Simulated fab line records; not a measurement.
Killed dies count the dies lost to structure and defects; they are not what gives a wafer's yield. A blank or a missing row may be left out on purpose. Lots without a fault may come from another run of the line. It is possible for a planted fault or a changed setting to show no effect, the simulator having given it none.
Split-lot trial    flow rit-cmos    on a route of 202 steps: 5 lots, 23 wafers read

== THE SPLIT ==
At RIT_PSD_IMPLANT_08, the setting energy-kev was moved away from the recipe's 27 on 8 of the 23 wafers read, by -5.7% to +5.5%. For the rest of the wafers, this setting stayed at what the recipe calls for.

== FROM THE SPLIT TO THE READING: what the file shows between them, 3 steps ==
- RIT_PSD_STRIP_09: strips in O2, time 180 s
- RIT_SDANNEAL_CLEAN_02: cleans in SC2, time 600 s
- RIT_SDANNEAL_RTA_03: time 5 s

== THE READING ==
PSD_RS (ohm/sq), read at RIT_SDANNEAL_RS_MEAS_04 with a four-point probe. A value of 116.05 ohm/sq with a standard deviation of 0.24 ohm/sq is what fault-free wafers of this fab line usually give.

wafer   tool, chamber at the split  energy-kev as run  against the recipe  PSD_RS, ohm/sq  against lot-mates on the recipe
L075.1  implanter-03, 0             25.72              -4.7%               118.84          +3.00
L075.2  implanter-03, 0             27                 recipe              115.88          -
L075.4  implanter-03, 0             27                 recipe              115.72          -
L075.5  implanter-03, 0             25.72              -4.7%               118.50          +2.66
L075.6  implanter-03, 0             27                 recipe              115.92          -
L076.1  implanter-03, 0             25.47              -5.7%               119.39          +3.40
L076.2  implanter-03, 0             25.47              -5.7%               119.78          +3.79
L076.3  implanter-03, 0             27                 recipe              116.35          -
L076.4  implanter-03, 0             27                 recipe              115.74          -
L076.6  implanter-03, 0             27                 recipe              115.89          -
L078.1  implanter-02, 0             26.43              -2.1%               117.79          +1.40
L078.2  implanter-02, 0             27                 recipe              116.41          -
L078.3  implanter-02, 0             27                 recipe              116.46          -
L078.4  implanter-02, 0             26.43              -2.1%               117.82          +1.43
L078.5  implanter-02, 0             27                 recipe              116.30          -
L081.1  implanter-03, 0             28.48              +5.5%               112.87          -3.04
L081.2  implanter-03, 0             27                 recipe              116.14          -
L081.3  implanter-03, 0             27                 recipe              115.85          -
L081.4  implanter-03, 0             28.48              +5.5%               112.50          -3.41
L081.5  implanter-03, 0             27                 recipe              115.73          -
L085.1  implanter-02, 0             27                 recipe              115.92          -
L085.4  implanter-02, 0             27                 recipe              116.12          -
L085.6  implanter-02, 0             27                 recipe              115.98          -

THE FIT
A straight line over all 23 wafers: PSD_RS changes by -0.612 ohm/sq for each +1% of energy-kev; r = -0.99; the points scatter about the line by 0.28 ohm/sq.
The same after taking each lot's own level away (the mean of its wafers on the recipe; 23 wafers): -0.609 ohm/sq for each +1%; r = -0.99; scatter 0.17 ohm/sq.
According to that fit, moving energy-kev by its largest amount changes the reading by 3.4 ohm/sq.
The span of the lots' own levels, 115.840 to 116.390 ohm/sq, comes to 2.3 times the standard deviation stated above.
The two slopes are in agreement: the lot-to-lot level therefore moves the slope only a little.
Check: +3.5 ohm/sq against its lot-mates is what the line predicts for one of the wafers moved furthest among these (-5.7%) when that wafer is left out of the fit. It came out at +3.4 ohm/sq against them.

== ADDITIONAL SPLITS CARRIED BY THESE WAFERS ==
Other splits were also applied to these wafers ahead of the reading. Each is held against what the fit with the lots' levels taken away leaves over:
other split on the same wafers      wafers away from the commonest value  r with PSD_RS (lot level and that fit taken away)
RIT_GATE_DEVELOP_15 develop-time-s  7                                     +0.09
RIT_GATE_ETCH_19 time-s             11                                    -0.13
RIT_REOX_OXIDATION_03 temp-c        18                                    +0.04
RIT_NLDD_IMPLANT_08 energy-kev      6                                     +0.02
RIT_PLDD_SOFTBAKE_02 temp-c         11                                    -0.34
RIT_SPACER_CLEAN_00 time-s          15                                    +0.17
RIT_NSD_COAT_01 spin-rpm            6                                     +0.10
RIT_NSD_IMPLANT_08 dose-cm2         10                                    -0.08

== THE WHOLE CHAIN: every reading that the file lists as answering this split, in the file's order ==
step                     what it does                  reading                                                          change (the file's fit)                r (the file's)
RIT_PSD_IMPLANT_08                                     implant.rp-nm (the simulator's own value, which no gauge read)   +0.177 nm for each +1% of the setting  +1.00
RIT_PSD_IMPLANT_08                                     implant.drp-nm (the simulator's own value, which no gauge read)  +0.085 nm for each +1% of the setting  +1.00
RIT_SDANNEAL_RS_MEAS_04  measures by four-point-probe  PSD_RS                                                           -0.611 for each +1% of the setting     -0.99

== THE FILE'S OWN FIT ==
PSD_RS changes by -0.611 ohm/sq for each +1% of energy-kev, r = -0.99.
